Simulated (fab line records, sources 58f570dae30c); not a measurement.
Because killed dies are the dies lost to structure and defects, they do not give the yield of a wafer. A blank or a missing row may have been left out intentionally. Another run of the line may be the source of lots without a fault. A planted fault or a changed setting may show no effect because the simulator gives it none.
What tool caused it? | flow berkeleyCmos170 | 13 lots, 39 wafers sampled, at 6 steps of a route of 331

== WHAT THE GAUGES READ, wafer by wafer ==
UCB170_PWELL_THK_MEAS_06. Usual: PWELL_NITRIDE_THK typically reads 215.1 nm, with standard deviation 2.3.
lot  | measured    | on           | PWELL_NITRIDE_THK (nm) | flag
L871 | day 2 20:52 | filmMetro-01 | 213.8 215.2 214.1      | 
L870 | day 2 20:53 | filmMetro-03 | 212.6 213.8 212.4      | 
L872 | day 3 05:52 | filmMetro-01 | 219.0 220.7 218.6      | 
L874 | day 3 21:24 | filmMetro-01 | 214.4 214.6 215.5      | 
L883 | day 5 18:55 | filmMetro-03 | 216.3 216.3 215.5      | 
L885 | day 6 03:31 | filmMetro-04 | 217.5 219.2 217.6      | 
L886 | day 6 07:10 | filmMetro-03 | 210.1 211.3 209.1      | 
L887 | day 6 14:20 | filmMetro-04 | 212.6 213.7 212.9      | 
L889 | day 6 20:16 | filmMetro-01 | 218.9 221.3 218.9      | 
L888 | day 6 20:17 | filmMetro-03 | 212.1 212.4 212.4      | 
L890 | day 7 00:01 | filmMetro-01 | 217.8 217.0 216.4      | 
L891 | day 7 13:24 | filmMetro-03 | 210.1 211.0 212.1      | 
L893 | day 8 00:56 | filmMetro-04 | 216.7 216.7 215.7      | 

UCB170_ACTIVE_THK_MEAS_06. Usual: ACTIVE_NITRIDE_THK typically reads 219.4 nm, with standard deviation 2.
lot  | measured    | on           | ACTIVE_NITRIDE_THK (nm) | flag
L871 | day 3 23:58 | filmMetro-02 | 224.0 223.3 223.9       | 
L870 | day 3 23:56 | filmMetro-02 | 219.2 218.6 218.7       | 
L872 | day 4 07:01 | filmMetro-04 | 221.3 221.6 220.0       | 
L874 | day 4 22:34 | filmMetro-03 | 337.0 336.8 337.1       | OFF
L883 | day 6 22:07 | filmMetro-02 | 217.6 218.9 218.9       | 
L885 | day 7 11:30 | filmMetro-04 | 219.5 219.1 220.3       | 
L886 | day 7 11:29 | filmMetro-03 | 218.6 218.1 220.5       | 
L887 | day 7 20:29 | filmMetro-02 | 220.0 220.3 220.3       | 
L889 | day 8 05:11 | filmMetro-04 | 217.8 216.8 217.7       | 
L888 | day 8 02:16 | filmMetro-04 | 219.3 220.2 220.4       | 
L890 | day 8 05:11 | filmMetro-02 | 222.1 219.0 220.8       | 
L891 | day 8 19:16 | filmMetro-04 | 218.7 218.6 219.2       | 
L893 | day 9 03:24 | filmMetro-03 | 219.2 219.3 219.7       | 

UCB170_ACTIVE_CD_MEAS_90: the cd target is 1200 nm. Usual: 1200.1 nm for cdNm, sd 1.7.
lot  | measured    | on       | cdNm (nm)            | flag
L871 | day 4 01:32 | cdSem-01 | 1199.9 1200.7 1200.6 | 
L870 | day 4 01:20 | cdSem-02 | 1201.4 1202.2 1200.8 | 
L872 | day 4 08:32 | cdSem-01 | 1200.3 1201.4 1201.0 | 
L874 | day 4 23:50 | cdSem-01 | 1199.2 1198.9 1200.1 | 
L883 | day 6 23:30 | cdSem-01 | 1196.9 1198.5 1196.8 | 
L885 | day 7 12:58 | cdSem-02 | 1198.7 1199.2 1200.4 | 
L886 | day 7 13:11 | cdSem-02 | 1194.9 1196.1 1195.4 | 
L887 | day 7 21:46 | cdSem-01 | 1201.4 1201.6 1201.2 | 
L889 | day 8 07:05 | cdSem-01 | 1203.0 1200.4 1200.3 | 
L888 | day 8 03:40 | cdSem-01 | 1202.7 1202.6 1202.6 | 
L890 | day 8 06:49 | cdSem-02 | 1202.3 1202.8 1200.8 | 
L891 | day 8 20:39 | cdSem-01 | 1201.4 1201.5 1199.8 | 
L893 | day 9 04:47 | cdSem-02 | 1201.3 1201.1 1202.0 | 

== TOOL THAT RAN EACH LOT (tool first, then ch and the chambers of the sampled wafers, then the start) ==
lot  | UCB170_PWELL_STRIP_16              | UCB170_ACTIVE_CVD_05       | UCB170_ACTIVE_ETCH_15
L871 | plasmaAsher-02 ch 0,1, day 2 22:34 | lpcvd-01 ch 0, day 3 21:59 | rieDiel-01 ch 0,2,3, day 4 01:19
L870 | plasmaAsher-04 ch 0,1, day 2 22:51 | lpcvd-01 ch 0, day 3 21:59 | rieDiel-04 ch 1,2, day 4 01:05
L872 | plasmaAsher-04 ch 0,1, day 3 07:47 | lpcvd-01 ch 0, day 4 05:05 | rieDiel-04 ch 0,1,2, day 4 08:18
L874 | plasmaAsher-04 ch 0,1, day 3 22:59 | lpcvd-01 ch 0, day 4 20:37 | rieDiel-04 ch 2,3, day 4 23:36
L883 | plasmaAsher-04 ch 0,1, day 5 20:07 | lpcvd-02 ch 1, day 6 20:12 | rieDiel-04 ch 0,1,2, day 6 23:18
L885 | plasmaAsher-04 ch 0,1, day 6 06:09 | lpcvd-02 ch 1, day 7 09:34 | rieDiel-04 ch 2,3, day 7 12:42
L886 | plasmaAsher-02 ch 0,1, day 6 08:28 | lpcvd-02 ch 1, day 7 09:34 | rieDiel-03 ch 0,1,2, day 7 12:58
L887 | plasmaAsher-03 ch 0,1, day 6 15:38 | lpcvd-01 ch 0, day 7 18:34 | rieDiel-04 ch 0,2,3, day 7 21:32
L889 | plasmaAsher-04 ch 0,1, day 6 22:08 | lpcvd-02 ch 1, day 8 03:16 | rieDiel-01 ch 0,2,3, day 8 06:53
L888 | plasmaAsher-04 ch 0,1, day 6 21:53 | lpcvd-01 ch 1, day 8 00:17 | rieDiel-03 ch 0,2,3, day 8 03:25
L890 | plasmaAsher-04 ch 0,1, day 7 01:13 | lpcvd-02 ch 0, day 8 03:16 | rieDiel-03 ch 0,3, day 8 06:37
L891 | plasmaAsher-02 ch 0,1, day 7 15:25 | lpcvd-02 ch 1, day 8 17:21 | rieDiel-04 ch 0,1,3, day 8 20:27
L893 | plasmaAsher-04 ch 0,1, day 8 02:17 | lpcvd-02 ch 0, day 9 01:28 | rieDiel-03 ch 0,1, day 9 04:34
- UCB170_PWELL_STRIP_16: strips in O2.
- UCB170_ACTIVE_CVD_05: deposits Si3N4 from SiH2Cl2/NH3, target thk 220 nm, time 3300 s.
- UCB170_ACTIVE_ETCH_15: etches Si3N4 in CH3F/Ar/O2, stops on SiO2, target depth 242 nm, time 151 s.

== AS READ BY THE TOOLS THEMSELVES (means over the sampled wafers that have a number; for cases with no such wafer, the mark the record gives instead) ==
UCB170_PWELL_STRIP_16. Usual: drypumpMotorCurrentA 5.5 A, standard deviation 0.57; o2FlowSccm 400.0 sccm, standard deviation 1.3; oesProductAu 0.721 a.u., standard deviation 0.0046; stripTimeToEndpointS 18.07 s, standard deviation 0.082.
lot  | tool           | drypumpMotorCurrentA (A) | o2FlowSccm (sccm) | oesProductAu (a.u.) | stripTimeToEndpointS (s) | flag
L871 | plasmaAsher-02 | 5.5                      | 399.0             | 0.721               | 18.05                    | 
L870 | plasmaAsher-04 | 5.1                      | 399.6             | 0.722               | 18.05                    | 
L872 | plasmaAsher-04 | 5.6                      | 399.1             | 0.719               | 18.07                    | 
L874 | plasmaAsher-04 | 5.1                      | 399.0             | 0.722               | 17.99                    | 
L883 | plasmaAsher-04 | 5.6                      | 399.8             | 0.721               | 18.05                    | 
L885 | plasmaAsher-04 | 5.1                      | 400.0             | 0.725               | 18.14                    | 
L886 | plasmaAsher-02 | 5.7                      | 398.6             | 0.722               | 18.10                    | 
L887 | plasmaAsher-03 | 5.7                      | 400.7             | 0.724               | 18.17                    | 
L889 | plasmaAsher-04 | 5.1                      | 401.6             | 0.720               | 18.15                    | 
L888 | plasmaAsher-04 | 5.6                      | 399.3             | 0.719               | 18.09                    | 
L890 | plasmaAsher-04 | 5.1                      | 399.1             | 0.721               | 18.09                    | 
L891 | plasmaAsher-02 | 5.7                      | 398.6             | 0.717               | 18.12                    | 
L893 | plasmaAsher-04 | 5.6                      | 401.0             | 0.724               | 17.98                    | 

UCB170_ACTIVE_CVD_05. Usual: spikeTcCentreC 803.1 C, standard deviation 1.5; zonePowerSourcePct 21.3 %, standard deviation 1.4.
lot  | tool     | spikeTcCentreC (C) | zonePowerSourcePct (%) | flag
L871 | lpcvd-01 | 802.8              | 23.3                   | 
L870 | lpcvd-01 | 802.6              | 23.1                   | 
L872 | lpcvd-01 | 802.2              | 23.3                   | 
L874 | lpcvd-01 | 801.8              | 23.2                   | 
L883 | lpcvd-02 | 804.4              | 21.5                   | 
L885 | lpcvd-02 | 805.2              | 21.5                   | 
L886 | lpcvd-02 | 803.5              | 21.6                   | 
L887 | lpcvd-01 | 801.8              | 23.1                   | 
L889 | lpcvd-02 | 803.8              | 21.4                   | 
L888 | lpcvd-01 | 804.2              | 20.4                   | 
L890 | lpcvd-02 | 801.2              | 19.2                   | 
L891 | lpcvd-02 | 803.3              | 21.7                   | 
L893 | lpcvd-02 | 801.9              | 19.2                   | 

UCB170_ACTIVE_ETCH_15. Usual: drypumpMotorCurrentA 5.6 A, standard deviation 0.41; oesProductAu 0.948 a.u., standard deviation 0.012; throttleValvePct 8.02 %, standard deviation 0.14.
lot  | tool       | drypumpMotorCurrentA (A) | oesProductAu (a.u.) | throttleValvePct (%) | flag
L871 | rieDiel-01 | 5.9                      | 0.958               | 7.87                 | 
L870 | rieDiel-04 | 5.6                      | 0.938               | 8.18                 | 
L872 | rieDiel-04 | 5.8                      | 0.945               | 8.10                 | 
L874 | rieDiel-04 | 5.4                      | 1.007               | 8.15                 | OFF
L883 | rieDiel-04 | 5.8                      | 0.941               | 8.09                 | 
L885 | rieDiel-04 | 5.2                      | 0.958               | 8.10                 | 
L886 | rieDiel-03 | 5.5                      | 0.952               | 7.99                 | 
L887 | rieDiel-04 | 5.6                      | 0.955               | 8.06                 | 
L889 | rieDiel-01 | 5.9                      | 0.944               | 7.89                 | 
L888 | rieDiel-03 | 5.6                      | 0.938               | 7.97                 | 
L890 | rieDiel-03 | 5.6                      | 0.945               | 8.11                 | 
L891 | rieDiel-04 | 5.7                      | 0.949               | 8.04                 | 
L893 | rieDiel-03 | 5.1                      | 0.944               | 8.06                 | 

== THE ANSWER, worked out from the rows above alone ==
Rule: lot off if the mean of its wafers having a number is beyond 3 standard deviations from the usual mean. Also off: a lot with no number at a reading for which 4 or more lots have one. The other lots that the step has rows for count as sound. The gauges are gone through in route order, then the tools' own readings, and for those a lot's mean is taken as printed above. At the first step where some lot is off, the reading lying furthest off is the one used; lots without a number count as furthest.
Off: L874, seen at UCB170_ACTIVE_THK_MEAS_06 (ACTIVE_NITRIDE_THK).
If a tool, at a process step before that reading, ran all the lots that are off and no sound lot after the first of them, it fits. The gauges at UCB170_ACTIVE_THK_MEAS_06 aren't tried: what is off there is off at UCB170_ACTIVE_ETCH_15 too, on other tools, and a gauge's error can't cause that. Not one of the candidates tried fits.

== WHAT WAS PUT IN BY THE SIMULATOR ==
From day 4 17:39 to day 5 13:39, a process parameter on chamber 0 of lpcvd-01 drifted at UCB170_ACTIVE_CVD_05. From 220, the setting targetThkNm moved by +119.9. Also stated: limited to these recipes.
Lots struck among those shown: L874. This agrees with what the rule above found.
